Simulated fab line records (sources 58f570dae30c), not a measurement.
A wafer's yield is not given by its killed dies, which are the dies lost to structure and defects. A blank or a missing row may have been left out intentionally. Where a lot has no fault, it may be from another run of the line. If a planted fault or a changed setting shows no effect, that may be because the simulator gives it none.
Lot-split experiment :: flow berkeley-cmos170 :: on a route of 331 steps: 5 lots, 23 wafers read

SPLIT DETAILS
At UCB170_M1_SPUTTER_00 (material Al, target thk 600 nm, time 80 s), the setting power-w was moved away from the recipe's 6000 W on 8 of the 23 wafers read, by -5.9% to +8.9%. All remaining wafers had this setting at the recipe value.

BETWEEN THE SPLIT AND THE READING: the file shows 1 step in between
- UCB170_M1_RS_MEAS_01: measures by four-point-probe

THE READING
M1_AL_THK, in nm, at UCB170_M1_THK_MEAS_02 (measures by xrf). On this fab line, fault-free wafers typically give 598 nm with a standard deviation of 5.6 nm.

wafer: L074.2
tool, chamber at the split: pvd-sputter-02, -
power-w as run, W: 6408
against the recipe: +6.8%
M1_AL_THK, nm: 642
against lot-mates on the recipe: +42

wafer: L074.3
tool, chamber at the split: pvd-sputter-02, -
power-w as run, W: 6408
against the recipe: +6.8%
M1_AL_THK, nm: 635
against lot-mates on the recipe: +34

wafer: L074.4
tool, chamber at the split: pvd-sputter-02, -
power-w as run, W: 6408
against the recipe: +6.8%
M1_AL_THK, nm: 650
against lot-mates on the recipe: +50

wafer: L074.5
tool, chamber at the split: pvd-sputter-02, -
power-w as run, W: 6000
against the recipe: recipe
M1_AL_THK, nm: 598
against lot-mates on the recipe: -

wafer: L074.6
tool, chamber at the split: pvd-sputter-02, -
power-w as run, W: 6000
against the recipe: recipe
M1_AL_THK, nm: 603
against lot-mates on the recipe: -

wafer: L075.1
tool, chamber at the split: pvd-sputter-01, -
power-w as run, W: 5644
against the recipe: -5.9%
M1_AL_THK, nm: 571
against lot-mates on the recipe: -25

wafer: L075.2
tool, chamber at the split: pvd-sputter-01, -
power-w as run, W: 6000
against the recipe: recipe
M1_AL_THK, nm: 593
against lot-mates on the recipe: -

wafer: L075.3
tool, chamber at the split: pvd-sputter-01, -
power-w as run, W: 5644
against the recipe: -5.9%
M1_AL_THK, nm: 569
against lot-mates on the recipe: -27

wafer: L075.4
tool, chamber at the split: pvd-sputter-01, -
power-w as run, W: 6000
against the recipe: recipe
M1_AL_THK, nm: 599
against lot-mates on the recipe: -

wafer: L075.5
tool, chamber at the split: pvd-sputter-01, -
power-w as run, W: 5644
against the recipe: -5.9%
M1_AL_THK, nm: 568
against lot-mates on the recipe: -28

wafer: L078.2
tool, chamber at the split: pvd-sputter-01, -
power-w as run, W: 6000
against the recipe: recipe
M1_AL_THK, nm: 599
against lot-mates on the recipe: -

wafer: L078.3
tool, chamber at the split: pvd-sputter-01, -
power-w as run, W: 6000
against the recipe: recipe
M1_AL_THK, nm: 593
against lot-mates on the recipe: -

wafer: L078.4
tool, chamber at the split: pvd-sputter-01, -
power-w as run, W: 6000
against the recipe: recipe
M1_AL_THK, nm: 595
against lot-mates on the recipe: -

wafer: L078.5
tool, chamber at the split: pvd-sputter-01, -
power-w as run, W: 6000
against the recipe: recipe
M1_AL_THK, nm: 595
against lot-mates on the recipe: -

wafer: L078.6
tool, chamber at the split: pvd-sputter-01, -
power-w as run, W: 6000
against the recipe: recipe
M1_AL_THK, nm: 593
against lot-mates on the recipe: -

wafer: L085.3
tool, chamber at the split: pvd-sputter-01, -
power-w as run, W: 6000
against the recipe: recipe
M1_AL_THK, nm: 598
against lot-mates on the recipe: -

wafer: L085.4
tool, chamber at the split: pvd-sputter-01, -
power-w as run, W: 6000
against the recipe: recipe
M1_AL_THK, nm: 594
against lot-mates on the recipe: -

wafer: L085.5
tool, chamber at the split: pvd-sputter-01, -
power-w as run, W: 6000
against the recipe: recipe
M1_AL_THK, nm: 593
against lot-mates on the recipe: -

wafer: L084.1
tool, chamber at the split: pvd-sputter-01, -
power-w as run, W: 6000
against the recipe: recipe
M1_AL_THK, nm: 596
against lot-mates on the recipe: -

wafer: L084.3
tool, chamber at the split: pvd-sputter-01, -
power-w as run, W: 6000
against the recipe: recipe
M1_AL_THK, nm: 607
against lot-mates on the recipe: -

wafer: L084.4
tool, chamber at the split: pvd-sputter-01, -
power-w as run, W: 6536
against the recipe: +8.9%
M1_AL_THK, nm: 655
against lot-mates on the recipe: +55

wafer: L084.5
tool, chamber at the split: pvd-sputter-01, -
power-w as run, W: 6000
against the recipe: recipe
M1_AL_THK, nm: 598
against lot-mates on the recipe: -

wafer: L084.6
tool, chamber at the split: pvd-sputter-01, -
power-w as run, W: 6536
against the recipe: +8.9%
M1_AL_THK, nm: 648
against lot-mates on the recipe: +48

THE FIT
A straight line over all 23 wafers: M1_AL_THK changes by +5.83 nm for each +1% of power-w; r = +0.98; the points scatter about the line by 5.1 nm.
The same after taking each lot's own level away (the mean of its wafers on the recipe; 23 wafers): +5.47 nm for each +1%; r = +0.98; scatter 4.4 nm.
According to that fit, moving power-w by its largest amount changes the reading by 49 nm.
The lots' own levels span 595.0 to 600.5 nm, that is 1.0 times the standard deviation above.
Hence the lot-to-lot level has little effect on the slope; both slopes agree.
Check: for one of the wafers moved furthest among these (+8.9%), held out of the fit, the line's prediction against its lot-mates is +49.3 nm. It came out at +54.7 nm against them.

OTHER SPLITS APPLIED TO THESE WAFERS
These wafers also went through other splits before the reading. Each is held against what the fit with the lots' levels taken away leaves over:
other split on the same wafers: UCB170_CONTACT_ETCH_18 time-s
wafers away from the commonest value: 8
r with M1_AL_THK (lot level and that fit taken away): +0.00

THE WHOLE CHAIN: every reading that the file lists as answering this split, in the file's order
step: UCB170_M1_SPUTTER_00
what it does: material Al, target thk 600 nm, time 80 s
reading: Al_of_M1_SPUTTER_00.thk-nm (the simulator's own value, which no gauge read)
change (the file's fit): +5.77 nm for each +1% of the setting
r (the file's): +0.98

step: UCB170_M1_RS_MEAS_01
what it does: measures by four-point-probe
reading: M1_AL_RS
change (the file's fit): -0.000441 for each +1% of the setting
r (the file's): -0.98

step: UCB170_M1_THK_MEAS_02
what it does: measures by xrf
reading: M1_AL_THK
change (the file's fit): +5.59 for each +1% of the setting
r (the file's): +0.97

FILE'S OWN FIT
M1_AL_THK changes by +5.59 nm for each +1% of power-w, r = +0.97.
